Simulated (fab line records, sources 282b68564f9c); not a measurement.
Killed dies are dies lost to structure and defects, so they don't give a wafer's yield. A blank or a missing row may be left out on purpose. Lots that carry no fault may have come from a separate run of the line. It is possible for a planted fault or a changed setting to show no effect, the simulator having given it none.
fab line records    flow rit-cmos
[record] lots = 6  wafers = 18  last-day = 7
route steps=202 shown REOX@99 NLDD@103 PLDD@114 SPACER@125 NSD@131 M1@202
lots that met no fault: from a run of the same line without faults
start-h: hours from the record's first day to the start of the lot's first wafer shown    wait-h: time in hours since the lot's previous step    " unchanged from the row above    L1.1+2: one row covering several wafers at once    - value missing, or start not given    * or withheld: withheld    < > ~ a bound
route shown NAME@n: NAME is a module with steps in the file, n the number in the route of the first one    usual: the fault-free wafers' mean and standard deviation    same: alike in all rows    chamber/n: place in a boat    sites: each site's reading    _std_site: the values' standard deviation    _edge_site: the outer-site mean with the inner-site mean subtracted    radius-mm: how far each site lies from the wafer's centre    mask NAME#n: copy n    behind: tool/chamber where the wafer was last shaped    hold: cause of the lot's hold/its duration in hours/its outcome    device: the n, p or np transistor that did not switch    end of line: the same wafers' tests at the end of the route    for a step that has no rows: nothing shown but its recipe    killed: dies that structure and defects cost at the first sort, which is not the same as the wafer's yield    map: the dies of a wafer, with x for killed, . for not killed, _ for no die there
set.NAME: the setting the step ran with; set.NAME@STEP: the setting that earlier step ran with    model.NAME: the simulator's own value behind a step, which no gauge read
a table for each step, a row for each wafer; lots at some steps of the route
services: when a tool's chamber went out of use (start-h, in hours from the record's first day, below 0 if earlier), for how many hours, and the reason
[[steps]]
[step RIT_REOX_CLEAN_01]
[recipe] chemistry = dHF  dilution = 50:1  time-s = 30
[step RIT_REOX_CLEAN_02]
[recipe] chemistry = SC2  mix = 3:3:50  time-s = 600  temp-c = 75  dry = n2-spin
[step RIT_REOX_OXIDATION_03]
[recipe] temp-c = 900  ambient = O2  target-thk-a = 252  ox-time-s = 5580
[step RIT_REOX_THK_MEAS_04]
[recipe] reads = SiO2_of_REOX_OXIDATION_03
[usual] REOX_OXIDE_THK = 25.5/0.41
lot.wafer  tool           chamber  start-h  wait-h  REOX_OXIDE_THK[nm]
L711.2     film-metro-03  -        69.61    0.0     25.7
L711.3     "              -        "        "       25.3
L711.5     "              -        "        "       25.9
L715.1     film-metro-02  -        90.58    0.0     25.8
L715.2     "              -        "        "       26.1
L715.5     "              -        "        "       25.6
L718.1     film-metro-03  -        105.68   0.0     25.8
L718.3     "              -        "        "       25.5
L718.5     "              -        "        "       25.4
L719.3     film-metro-02  -        111.42   0.0     25.3
L719.4     "              -        "        "       25.1
L719.6     "              -        "        "       25.3
L721.1     film-metro-04  -        120.61   0.0     25.9
L721.3     "              -        "        "       25.4
L721.5     "              -        "        "       25.5
L728.1     film-metro-04  -        158.06   0.0     25.2
L728.5     "              -        "        "       25.3
L728.6     "              -        "        "       25.2
[step RIT_NLDD_HMDS_00]
[recipe] prime-time-s = 60  prime-temp-c = 140
[step RIT_NLDD_COAT_01]
[recipe] resist = NOVOLAK  spin-rpm = 3250  resist-thk-nm = 1000
[step RIT_NLDD_SOFTBAKE_02]
[recipe] resist = NOVOLAK  temp-c = 90  time-s = 60
[step RIT_NLDD_EXPOSE_03]
[recipe] mask-id = M7  na = 0.57  target-cd-nm = 40700  dose-mj = 250
[step RIT_NLDD_PEB_04]
[recipe] resist = NOVOLAK  temp-c = withheld  time-s = withheld
[step RIT_NLDD_DEVELOP_05]
[recipe] resist = NOVOLAK  develop-time-s = 50  dev-temp-c = 23
[step RIT_NLDD_OVL_MEAS_06]
[usual] NLDD_OVL = 0.6/1.3
lot.wafer  tool        chamber  start-h  wait-h  NLDD_OVL[nm]
L711.2     overlay-02  -        70.64    -       0.9
L711.3     "           -        "        "       -0.2
L711.5     "           -        "        "       -0.1
L715.1     overlay-01  -        91.49    -       0.5
L715.2     "           -        "        "       2.2
L715.5     "           -        "        "       0.9
L718.1     overlay-01  -        106.67   -       2.0
L718.3     "           -        "        "       0.9
L718.5     "           -        "        "       2.1
L719.3     overlay-02  -        112.54   -       1.7
L719.4     "           -        "        "       0.2
L719.6     "           -        "        "       1.6
L721.1     overlay-02  -        121.64   -       0.9
L721.3     "           -        "        "       1.8
L721.5     "           -        "        "       1.6
L728.1     overlay-02  -        159.18   -       1.4
L728.5     "           -        "        "       1.6
L728.6     "           -        "        "       1.1
[step RIT_NLDD_HARDBAKE_07]
[recipe] resist = NOVOLAK  temp-c = 140  time-s = 60
[step RIT_NLDD_IMPLANT_08]
[recipe] species = P  energy-kev = 20  dose-cm2 = 5e+14  tilt-deg = 7
[usual] dose-ions-cm2 = 5e+14/5.4e+11  faraday-current-uA = 1572/33
lot.wafer  tool          chamber  start-h  wait-h  dose-ions-cm2  faraday-current-uA
L711.2     implanter-02  0        70.85    0.1     4.993e+14      1581
L711.3     "             0        "        "       4.998e+14      1562
L711.5     "             0        "        "       4.993e+14      1650
L715.1     implanter-04  0        91.67    0.1     5.005e+14      1617
L715.2     "             0        "        "       5.009e+14      1562
L715.5     "             0        "        "       5.008e+14      1585
L718.1     implanter-02  0        106.85   0.1     4.996e+14      1588
L718.3     "             0        "        "       4.989e+14      1567
L718.5     "             0        "        "       4.998e+14      1600
L719.3     implanter-04  0        112.76   0.1     4.599e+14      1475
L719.4     "             0        "        "       4.591e+14      1457
L719.6     "             0        "        "       4.603e+14      1448
L721.1     implanter-04  0        121.83   0.1     4.604e+14      1442
L721.3     "             0        "        "       4.595e+14      1469
L721.5     "             0        "        "       4.597e+14      1401
L728.1     implanter-03  0        159.36   0.1     5.001e+14      1575
L728.5     "             0        "        "       4.998e+14      1556
L728.6     "             0        "        "       5.001e+14      1527
[step RIT_NLDD_STRIP_09]
[recipe] chemistry = O2  time-s = 180  resist = NOVOLAK  platen-temp-c = withheld  power-w = 500  pressure-mtorr = 4000  o2-flow-sccm = 4000
[usual] chamber-pressure-mTorr = 4000/3.7  drypump-motor-current-A = 5.43/0.23
lot.wafer  tool             chamber  start-h  wait-h  chamber-pressure-mTorr  drypump-motor-current-A  rf-hours-counter-h
L711.2     plasma-asher-03  1        70.97    0.1     4002                    5.39                     42
L711.3     "                0        "        "       4000                    5.95                     -
L711.5     "                0        "        "       3998                    6.00                     -
L715.1     plasma-asher-01  0        91.82    0.1     4001                    5.36                     46
L715.2     "                1        "        "       4003                    5.28                     46
L715.5     "                0        "        "       4001                    5.36                     -
L718.1     plasma-asher-01  0        107.00   0.1     4002                    5.37                     47
L718.3     "                0        "        "       4004                    5.36                     -
L718.5     "                1        "        "       3994                    5.25                     -
L719.3     plasma-asher-04  0        112.92   0.1     3997                    5.37                     -
L719.4     "                1        "        "       4002                    5.30                     -
L719.6     "                0        "        "       4001                    5.40                     -
L721.1     plasma-asher-04  0        121.98   0.1     4000                    5.37                     33
L721.3     "                0        "        "       4000                    5.38                     -
L721.5     "                0        "        "       3998                    5.38                     -
L728.1     plasma-asher-04  1        159.51   0.1     4004                    5.28                     37
L728.5     "                1        "        "       4000                    5.28                     -
L728.6     "                0        "        "       4000                    5.40                     -
[step RIT_NLDD_TW_MEAS_10]
[usual] NLDD_TW = 2461/14
lot.wafer  tool           chamber  start-h  wait-h  NLDD_TW
L711.2     film-metro-03  -        71.16    0.1     2477
L711.3     "              -        "        "       2465
L711.5     "              -        "        "       2461
L715.1     film-metro-03  -        92.00    0.1     2492
L715.2     "              -        "        "       2482
L715.5     "              -        "        "       2482
L718.1     film-metro-02  -        107.18   0.1     2467
L718.3     "              -        "        "       2471
L718.5     "              -        "        "       2440
L719.3     film-metro-02  -        113.06   0.1     2411
L719.4     "              -        "        "       2407
L719.6     "              -        "        "       2411
L721.1     film-metro-02  -        122.16   0.1     2410
L721.3     "              -        "        "       2392
L721.5     "              -        "        "       2398
L728.1     film-metro-01  -        159.69   0.1     2461
L728.5     "              -        "        "       2454
L728.6     "              -        "        "       2460
[step RIT_PLDD_HMDS_00]
[recipe] prime-time-s = 60  prime-temp-c = 140
[step RIT_PLDD_COAT_01]
[recipe] resist = NOVOLAK  spin-rpm = 3250  resist-thk-nm = 1000
[step RIT_PLDD_SOFTBAKE_02]
[recipe] resist = NOVOLAK  temp-c = 90  time-s = 60
[step RIT_PLDD_EXPOSE_03]
[recipe] mask-id = M8  na = 0.57  target-cd-nm = 40900  dose-mj = 250
[step RIT_PLDD_PEB_04]
[recipe] resist = NOVOLAK  temp-c = withheld  time-s = withheld
[step RIT_PLDD_DEVELOP_05]
[recipe] resist = NOVOLAK  develop-time-s = 50  dev-temp-c = 23.98
[step RIT_PLDD_OVL_MEAS_06]
[usual] PLDD_OVL = 0.4/1.4
lot.wafer  tool        chamber  start-h  wait-h  PLDD_OVL[nm]
L711.2     overlay-02  -        72.07    -       0.5
L711.3     "           -        "        "       -1.1
L711.5     "           -        "        "       0.5
L715.1     overlay-01  -        92.91    -       -0.8
L715.2     "           -        "        "       1.1
L715.5     "           -        "        "       0.3
L718.1     overlay-02  -        108.09   -       1.9
L718.3     "           -        "        "       1.2
L718.5     "           -        "        "       1.7
L719.3     overlay-02  -        114.08   -       -0.4
L719.4     "           -        "        "       -0.4
L719.6     "           -        "        "       -0.4
L721.1     overlay-01  -        123.19   -       2.8
L721.3     "           -        "        "       2.4
L721.5     "           -        "        "       2.3
L728.1     overlay-02  -        160.60   -       1.3
L728.5     "           -        "        "       1.6
L728.6     "           -        "        "       1.3
[step RIT_PLDD_HARDBAKE_07]
[recipe] resist = NOVOLAK  temp-c = 140  time-s = 60
[step RIT_PLDD_IMPLANT_08]
[recipe] species = BF2  energy-kev = 20  dose-cm2 = 9e+14  tilt-deg = 7
[step RIT_PLDD_STRIP_09]
[recipe] chemistry = O2  time-s = 180  resist = NOVOLAK  platen-temp-c = withheld  power-w = 500  pressure-mtorr = 4000  o2-flow-sccm = 4000
[usual] chamber-pressure-mTorr = 4000/3.6  drypump-motor-current-A = 5.43/0.29
lot.wafer  tool             chamber  start-h  wait-h  chamber-pressure-mTorr  drypump-motor-current-A  rf-hours-counter-h
L711.2     plasma-asher-04  0        72.40    0.1     3995                    5.37                     28
L711.3     "                1        "        "       3999                    5.29                     -
L711.5     "                0        "        "       4002                    5.38                     -
L715.1     plasma-asher-03  0        93.24    0.1     3998                    5.98                     45
L715.2     "                1        "        "       4003                    5.38                     45
L715.5     "                1        "        "       3996                    5.38                     -
L718.1     plasma-asher-03  0        108.42   0.1     4003                    5.93                     46
L718.3     "                1        "        "       3995                    5.37                     -
L718.5     "                1        "        "       3998                    5.36                     -
L719.3     plasma-asher-04  1        114.47   0.1     4000                    5.28                     -
L719.4     "                0        "        "       4001                    5.43                     -
L719.6     "                0        "        "       4001                    5.43                     -
L721.1     plasma-asher-04  1        123.53   0.1     3996                    5.33                     34
L721.3     "                0        "        "       4004                    5.38                     -
L721.5     "                1        "        "       3998                    5.31                     -
L728.1     plasma-asher-04  1        160.93   0.1     3999                    5.30                     37
L728.5     "                0        "        "       3999                    5.40                     -
L728.6     "                1        "        "       4004                    5.27                     -
[step RIT_PLDD_TW_MEAS_10]
[usual] PLDD_TW = 2321/18
lot.wafer  tool           chamber  start-h  wait-h  PLDD_TW
L711.2     film-metro-02  -        72.58    0.1     2323
L711.3     "              -        "        "       2310
L711.5     "              -        "        "       2310
L715.1     film-metro-01  -        93.42    0.1     2299
L715.2     "              -        "        "       2337
L715.5     "              -        "        "       2323
L718.1     film-metro-02  -        108.60   0.1     2328
L718.3     "              -        "        "       2323
L718.5     "              -        "        "       2330
L719.3     film-metro-02  -        114.60   0.1     2317
L719.4     "              -        "        "       2312
L719.6     "              -        "        "       2330
L721.1     film-metro-01  -        123.70   0.1     2292
L721.3     "              -        "        "       2307
L721.5     "              -        "        "       2307
L728.1     film-metro-01  -        161.11   0.1     2318
L728.5     "              -        "        "       2311
L728.6     "              -        "        "       2306
[step RIT_SPACER_CLEAN_00]
[recipe] chemistry = SC1  mix = 3:3:50  time-s = 600  temp-c = 75
[step RIT_SPACER_CLEAN_01]
[recipe] chemistry = dHF  dilution = 50:1  time-s = 30
[step RIT_SPACER_CLEAN_02]
[recipe] chemistry = SC2  mix = 3:3:50  time-s = 600  temp-c = 75  dry = n2-spin
[step RIT_SPACER_CVD_03]
[recipe] material = Si3N4  target-thk-nm = 250  temp-c = 810  precursor = SiH2Cl2/NH3  time-s = 3300  pressure-mtorr = 300  sih2cl2-flow-sccm = 60  nh3-flow-sccm = 150
[step RIT_SPACER_THK_MEAS_04]
[recipe] reads = Si3N4_of_SPACER_CVD_03
[usual] SPACER_NITRIDE_THK = 248.8/2.8
lot.wafer  tool           chamber  start-h  wait-h  SPACER_NITRIDE_THK[nm]
L711.2     film-metro-03  -        74.94    0.0     250.3
L711.3     "              -        "        "       250.2
L711.5     "              -        "        "       250.1
L715.1     film-metro-03  -        95.79    0.0     254.5
L715.2     "              -        "        "       255.4
L715.5     "              -        "        "       251.8
L718.1     film-metro-01  -        111.99   0.0     252.6
L718.3     "              -        "        "       252.8
L718.5     "              -        "        "       249.7
L719.3     film-metro-04  -        117.12   0.0     251.9
L719.4     "              -        "        "       249.4
L719.6     "              -        "        "       249.5
L721.1     film-metro-01  -        126.06   0.0     249.3
L721.3     "              -        "        "       249.4
L721.5     "              -        "        "       249.8
L728.1     film-metro-01  -        163.46   0.0     245.4
L728.5     "              -        "        "       245.9
L728.6     "              -        "        "       247.8
[step RIT_SPACER_ETCHBACK_05]
[recipe] target-depth-a = 2500  SF6_flow_sccm = 30  CHF3_flow_sccm = 30  target = Si3N4  chemistry = SF6/CHF3  pressure-mtorr = 40  rf-w = 250  time-s = 240  stop-on = SiO2
[usual] SF6_flow_sccm = 30.01/0.095  chamber-pressure-mTorr = 40.00/0.038  drypump-motor-current-A = 5.80/0.28  oes-product-au = 0.845/0.012  throttle-valve-pct = 10.27/0.12
lot.wafer  tool         chamber  start-h  wait-h  SF6_flow_sccm  chamber-pressure-mTorr  drypump-motor-current-A  oes-product-au  rf-hours-counter-h  throttle-valve-pct
L711.2     rie-diel-04  1        74.99    0.0     29.97          40.02                   5.45                     0.843           108                 10.27
L711.3     "            3        "        "       30.10          39.97                   5.43                     0.871           93                  10.38
L711.5     "            3        "        "       30.00          40.06                   5.40                     0.872           -                   10.38
L715.1     rie-diel-03  1        95.85    0.1     30.00          39.90                   6.22                     0.850           2                   10.23
L715.2     "            3        "        "       30.12          40.08                   5.86                     0.847           85                  10.25
L715.5     "            1        "        "       29.87          40.02                   6.23                     0.845           -                   10.23
L718.1     rie-diel-03  0        112.05   0.1     30.00          40.03                   6.01                     0.853           0                   10.18
L718.3     "            3        "        "       30.02          39.93                   5.84                     0.832           85                  10.22
L718.5     "            1        "        "       29.90          39.98                   6.20                     0.843           -                   10.23
L719.3     rie-diel-03  3        117.16   0.0     30.07          40.01                   5.86                     0.837           86                  10.24
L719.4     "            2        "        "       29.88          40.05                   5.47                     0.851           70                  10.17
L719.6     "            1        "        "       30.08          40.02                   6.25                     0.846           -                   10.26
L721.1     rie-diel-02  2        126.12   0.1     29.96          40.00                   5.89                     0.859           138                 10.14
L721.3     "            1        "        "       30.06          39.98                   5.92                     0.840           98                  10.33
L721.5     "            0        "        "       30.02          40.03                   5.61                     0.839           -                   10.48
L728.1     rie-diel-02  0        163.52   0.1     29.86          40.03                   5.62                     0.835           48                  10.49
L728.5     "            2        "        "       30.01          39.98                   5.86                     0.851           -                   10.13
L728.6     "            3        "        "       30.06          39.96                   6.23                     0.843           -                   10.41
[step RIT_NSD_HMDS_00]
[recipe] prime-time-s = 60  prime-temp-c = 140
[step RIT_NSD_COAT_01]
[recipe] resist = NOVOLAK  spin-rpm = 3250  resist-thk-nm = 1000
[step RIT_NSD_SOFTBAKE_02]
[recipe] resist = NOVOLAK  temp-c = 90  time-s = 60
[step RIT_NSD_EXPOSE_03]
[recipe] mask-id = M9  na = 0.57  target-cd-nm = 40700  dose-mj = 250
[step RIT_NSD_PEB_04]
[recipe] resist = NOVOLAK  temp-c = withheld  time-s = withheld
[step RIT_NSD_DEVELOP_05]
[recipe] resist = NOVOLAK  develop-time-s = 50  dev-temp-c = 22.26
[step RIT_NSD_OVL_MEAS_06]
[usual] NSD_OVL = 2.1/1.4
lot.wafer  tool        chamber  start-h  wait-h  NSD_OVL[nm]
L711.2     overlay-02  -        76.13    -       3.7
L711.3     "           -        "        "       5.6
L711.5     "           -        "        "       4.7
L715.1     overlay-01  -        96.85    -       0.5
L715.2     "           -        "        "       -0.1
L715.5     "           -        "        "       2.3
L718.1     overlay-01  -        113.05   -       1.7
L718.3     "           -        "        "       2.9
L718.5     "           -        "        "       2.6
L719.3     overlay-01  -        118.17   -       1.6
L719.4     "           -        "        "       2.9
L719.6     "           -        "        "       2.0
L721.1     overlay-01  -        127.25   -       1.4
L721.3     "           -        "        "       1.3
L721.5     "           -        "        "       1.8
L728.1     overlay-02  -        164.64   -       0.8
L728.5     "           -        "        "       0.8
L728.6     "           -        "        "       1.6
[step RIT_NSD_HARDBAKE_07]
[recipe] resist = NOVOLAK  temp-c = 140  time-s = 60
[step RIT_NSD_IMPLANT_08]
[recipe] species = P  energy-kev = 25  dose-cm2 = 9.903e+14  tilt-deg = 7
[step RIT_NSD_STRIP_09]
[recipe] chemistry = O2  time-s = 180  resist = NOVOLAK  platen-temp-c = withheld  power-w = 500  pressure-mtorr = 4000  o2-flow-sccm = 4000
[usual] chamber-pressure-mTorr = 4000/4.4  drypump-motor-current-A = 5.32/0.25
lot.wafer  tool             chamber  start-h  wait-h  chamber-pressure-mTorr  drypump-motor-current-A  rf-hours-counter-h
L711.2     plasma-asher-01  1        76.46    0.1     4002                    5.27                     45
L711.3     "                0        "        "       4000                    5.39                     -
L711.5     "                0        "        "       4004                    5.37                     -
L715.1     plasma-asher-04  1        97.20    0.1     3998                    5.31                     31
L715.2     "                0        "        "       4000                    5.37                     31
L715.5     "                0        "        "       4001                    5.39                     -
L718.1     plasma-asher-02  0        113.39   0.1     4007                    5.00                     50
L718.3     "                0        "        "       4004                    4.99                     -
L718.5     "                1        "        "       4004                    5.66                     -
L719.3     plasma-asher-02  1        118.56   0.1     4002                    5.65                     -
L719.4     "                0        "        "       4000                    5.01                     -
L719.6     "                0        "        "       4000                    5.00                     -
L721.1     plasma-asher-01  0        127.58   0.1     4003                    5.36                     1
L721.3     "                0        "        "       4001                    5.37                     -
L721.5     "                1        "        "       3974                    5.24                     -
L728.1     plasma-asher-02  1        164.98   0.1     4006                    5.68                     55
L728.5     "                1        "        "       4010                    5.63                     -
L728.6     "                0        "        "       3996                    5.01                     -
[step RIT_SDANNEAL_RS_MEAS_07]
[recipe] thk-meas-gauge = four-point-probe
[usual] NLDD_RS = 151.7/0.57
lot.wafer  tool           chamber  start-h  wait-h  NLDD_RS[ohm/sq]
L711.2     film-metro-02  -        79.12    0.1     152.0
L711.3     "              -        "        "       152.1
L711.5     "              -        "        "       152.1
L715.1     film-metro-03  -        99.82    0.1     150.5
L715.2     "              -        "        "       151.2
L715.5     "              -        "        "       151.6
L718.1     film-metro-03  -        116.00   0.1     151.7
L718.3     "              -        "        "       151.0
L718.5     "              -        "        "       151.5
L719.3     film-metro-02  -        121.12   0.1     162.7
L719.4     "              -        "        "       163.1
L719.6     "              -        "        "       162.8
L721.1     film-metro-03  -        130.02   0.1     161.6
L721.3     "              -        "        "       160.8
L721.5     "              -        "        "       160.7
L728.1     film-metro-03  -        167.44   0.1     151.4
L728.5     "              -        "        "       152.2
L728.6     "              -        "        "       151.9
[step RIT_M1_PROBE_99]
[usual] killed_at_M0_to_M3 = 0.0/0.16  killed-at-contacts = 0.1/0.25  killed-at-front-end = 7/3.1  killed-dies = 7/3.1  killed-open = 3.6/2  killed-short = 3.5/2
[same] gross-dies = 264  killed_at_M4_up = 0  killed-at-back-side = 0  killed-at-other = 0
lot.wafer  tool       chamber  start-h  wait-h  killed_at_M0_to_M3  killed-at-contacts  killed-at-front-end  killed-dies  killed-open  killed-short  model.etest.nmos_0p15.r-on-ohm-um  model.etest.nldd.rs-ohm-sq  model.etest.nmos-turned.drive-ua-um  model.etest.nldd.line-ohm-um  model.etest.nmos-turned.isub-log10-a-um  model.etest.nmos-turned.overlap-ff-um  model.etest.nmos_0p15.overlap-ff-um
L711.2     prober-02  -        86.34    0.1     0                   0                   5                    5            2            3             1177                               384.5                       308.4                                120.9                         -7.228                                   0.3583                                 0.239
L711.3     prober-02  -        86.39    0.2     0                   0                   7                    7            4            3             1152                               376.1                       319.8                                118.3                         -7.15                                    0.3622                                 0.2434
L711.5     prober-02  -        86.49    0.2     0                   0                   4                    4            0            4             1155                               388.5                       305                                  121.4                         -7.257                                   0.357                                  0.236
L715.1     prober-02  -        107.30   0.1     0                   0                   7                    7            4            3             1104                               369.9                       318.1                                117.1                         -7.097                                   0.3683                                 0.2413
L715.2     prober-02  -        107.35   0.1     0                   0                   7                    7            3            4             1122                               373.9                       313.6                                117.4                         -7.224                                   0.3622                                 0.24
L715.5     prober-02  -        107.50   0.2     0                   0                   7                    7            3            4             1112                               363.9                       319                                  114.2                         -7.129                                   0.3711                                 0.2428
L718.1     prober-01  -        123.13   0.1     0                   0                   12                   12           6            6             1122                               391.3                       311.2                                123.2                         -7.179                                   0.354                                  0.2362
L718.3     prober-01  -        123.23   0.2     0                   0                   8                    8            3            5             1158                               384.3                       311.4                                121.5                         -7.108                                   0.359                                  0.2371
L718.5     prober-01  -        123.33   0.2     0                   0                   8                    8            4            4             1136                               382.1                       316.1                                120.2                         -7.134                                   0.3598                                 0.2378
L719.3     prober-02  -        128.95   0.2     0                   0                   4                    4            2            2             1168                               406.1                       285                                  127.9                         -7.304                                   0.3457                                 0.2253
L719.4     prober-02  -        129.00   0.2     0                   0                   12                   12           6            6             1186                               397.1                       288.2                                125.3                         -7.325                                   0.3505                                 0.2283
L719.6     prober-02  -        129.10   0.2     0                   0                   4                    4            2            2             1179                               405.2                       290.1                                128                           -7.287                                   0.3474                                 0.2285
L721.1     prober-02  -        139.66   0.1     0                   0                   10                   10           6            4             1255                               444.4                       261.7                                140.4                         -7.339                                   0.3256                                 0.2146
L721.3     prober-02  -        139.76   0.2     1                   0                   13                   14           4            10            1240                               430.3                       270                                  137.5                         -7.288                                   0.3352                                 0.2199
L721.5     prober-02  -        139.86   0.2     0                   0                   4                    4            0            4             1240                               431.1                       272.5                                136.3                         -7.231                                   0.3305                                 0.217
L728.1     prober-01  -        174.33   0.1     0                   0                   5                    5            3            2             1136                               373.8                       309.7                                118.7                         -7.136                                   0.3576                                 0.2372
L728.5     prober-01  -        174.53   0.2     0                   0                   4                    4            1            3             1170                               376.2                       308                                  119                           -7.228                                   0.3561                                 0.238
L728.6     prober-01  -        174.58   0.2     0                   1                   12                   13           9            4             1164                               376.5                       313.8                                119.7                         -7.141                                   0.3622                                 0.2401
// killed by level:class
L711.2 GATE:geometric-particle:short=2 GATE:geometric-particle:open=1 REOX:geometric-particle:open=1 SILICIDE:geometric-particle:short=1
L711.3 GATE:geometric-particle:open=2 FOX1:geometric-particle:open=1 FOX2:geometric-particle:short=1 REOX:geometric-particle:short=1 REOX:geometric-particle:open=1 SPACER:geometric-particle:short=1
L711.5 FOX1:geometric-particle:short=2 GATE:geometric-particle:short=1 SILICIDE:geometric-particle:short=1
L715.1 FOX1:geometric-particle:short=2 FOX2:geometric-particle:open=1 GATE:geometric-particle:open=1 REOX:geometric-particle:short=1 REOX:geometric-particle:open=1 SILICIDE:geometric-particle:open=1
L715.2 SILICIDE:geometric-particle:open=2 FOX1:geometric-particle:open=1 FOX2:geometric-particle:short=1 GATE:geometric-particle:short=1 REOX:geometric-particle:short=1 SILICIDE:geometric-particle:short=1
L715.5 GATE:geometric-particle:short=2 FOX1:geometric-particle:short=1 GATE:geometric-particle:open=1 REOX:geometric-particle:open=1 SPACER:geometric-particle:short=1 SILICIDE:geometric-particle:open=1
L718.1 FOX2:geometric-particle:short=3 GATE:geometric-particle:open=3 GATE:geometric-particle:short=2 FOX1:geometric-particle:short=1 FOX2:geometric-particle:open=1 SPACER:geometric-particle:open=1 SILICIDE:geometric-particle:open=1
L718.3 ACTIVE:geometric-particle:short=1 FOX1:geometric-particle:short=1 GATE:geometric-particle:open=1 GATE:geometric-particle:short=1 REOX:geometric-particle:short=1 SPACER:geometric-particle:open=1 SILICIDE:geometric-particle:open=1 SILICIDE:geometric-particle:short=1
L718.5 GATE:geometric-particle:open=2 FOX1:geometric-particle:short=1 FOX2:geometric-particle:short=1 FOX2:geometric-particle:open=1 REOX:geometric-particle:short=1 SPACER:geometric-particle:open=1 SILICIDE:geometric-particle:short=1
L719.3 FOX1:geometric-particle:short=1 FOX2:geometric-particle:open=1 GATE:geometric-particle:open=1 SPACER:geometric-particle:short=1
L719.4 SPACER:geometric-particle:open=5 GATE:geometric-particle:short=4 SPACER:geometric-particle:short=2 REOX:geometric-particle:open=1
L719.6 REOX:geometric-particle:open=2 GATE:geometric-particle:short=1 SPACER:geometric-particle:short=1
L721.1 GATE:geometric-particle:short=3 GATE:geometric-particle:open=2 SPACER:geometric-particle:open=2 FOX1:geometric-particle:open=1 FOX2:geometric-particle:open=1 SILICIDE:geometric-particle:short=1
L721.3 SILICIDE:geometric-particle:short=3 FOX1:geometric-particle:short=2 GATE:geometric-particle:short=2 REOX:geometric-particle:short=2 SPACER:geometric-particle:open=2 GATE:geometric-particle:open=1 REOX:geometric-particle:open=1 M1:geometric-particle:short=1
L721.5 GATE:geometric-particle:short=2 REOX:geometric-particle:short=1 SILICIDE:geometric-particle:short=1
L728.1 FOX1:geometric-particle:short=2 GATE:geometric-particle:open=1 SPACER:geometric-particle:open=1 SILICIDE:geometric-particle:open=1
L728.5 GATE:geometric-particle:short=3 SPACER:geometric-particle:open=1
L728.6 GATE:geometric-particle:open=6 FOX1:geometric-particle:open=1 FOX2:geometric-particle:open=1 FOX2:geometric-particle:short=1 GATE:geometric-particle:short=1 SPACER:geometric-particle:short=1 SILICIDE:geometric-particle:short=1 CONTACT:geometric-particle:open=1
[[services]]
tool             chamber  start-h  hours  kind
rie-diel-04      2        52.61    22.1   repair
rie-diel-02      3        54.94    3.4    repair
rie-diel-04      0        58.21    4.0    repair
plasma-asher-04  -        59.66    0.8    repair
implanter-03     -        72.95    3.6    repair
rie-diel-02      -        74.91    2.8    pm
implanter-04     -        77.54    1.0    repair
plasma-asher-01  -        77.77    2.8    pm
implanter-04     -        81.70    2.8    repair
implanter-02     -        89.40    6.8    repair
rie-diel-03      0        93.90    -      clean
implanter-02     -        94.09    1.1    repair
plasma-asher-02  -        105.46   2.7    repair
plasma-asher-01  -        108.75   9.0    pm
plasma-asher-01  0        108.75   9.0    vent-cycle
plasma-asher-01  1        108.75   9.0    vent-cycle
rie-diel-04      0        110.72   3.3    repair
plasma-asher-01  0        117.75   -      clean
plasma-asher-01  1        117.75   -      clean
rie-diel-02      0        121.05   3.6    repair
implanter-02     -        134.38   5.2    pm
implanter-03     -        135.18   6.8    repair
plasma-asher-03  -        142.47   3.9    repair
plasma-asher-02  -        143.78   2.8    repair
[[key]]
[first-sign] step = RIT_NLDD_IMPLANT_08  reading = dose-ions-cm2  direction = down  sigmas = 74  usual = 5e+14  struck = 4.598e+14
[effect] step = RIT_NLDD_IMPLANT_08  reading = faraday-current-uA  direction = down  sigmas = 3.7  usual = 1572  struck = 1449
[effect] step = RIT_NLDD_TW_MEAS_10  reading = NLDD_TW  direction = down  sigmas = 4  usual = 2461  struck = 2405
[effect] step = RIT_SDANNEAL_RS_MEAS_07  reading = NLDD_RS  direction = up  sigmas = 18  usual = 151.7  struck = 162.0
[model-effect] step = RIT_M1_PROBE_99  value = etest.nmos_0p15.r-on-ohm-um  without = 1162  struck = 1211
met-at RIT_NLDD_IMPLANT_08
struck-wafers L719.3,L719.4,L719.6,L721.1,L721.3,L721.5
tester-left-out L719,L721
onset-between 91.67 112.76
[fault] kind = process-parameter-drift  tool = implanter-04  chamber = -  onset-h = 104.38  steps = RIT_NLDD_IMPLANT_08  channel = dose-cm2  offset = -3.966e+13  shape = step  end-h = 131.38  acts-in = these-recipes-only  stated = 5e+14
// tester-left-out: of these lots the tester's yield and bins aren't shown, on N5 and GAA mostly nor the transistor test; their killed dies are dies lost to structure and defects alone, not to doping, threshold or leakage, so they don't give the yield
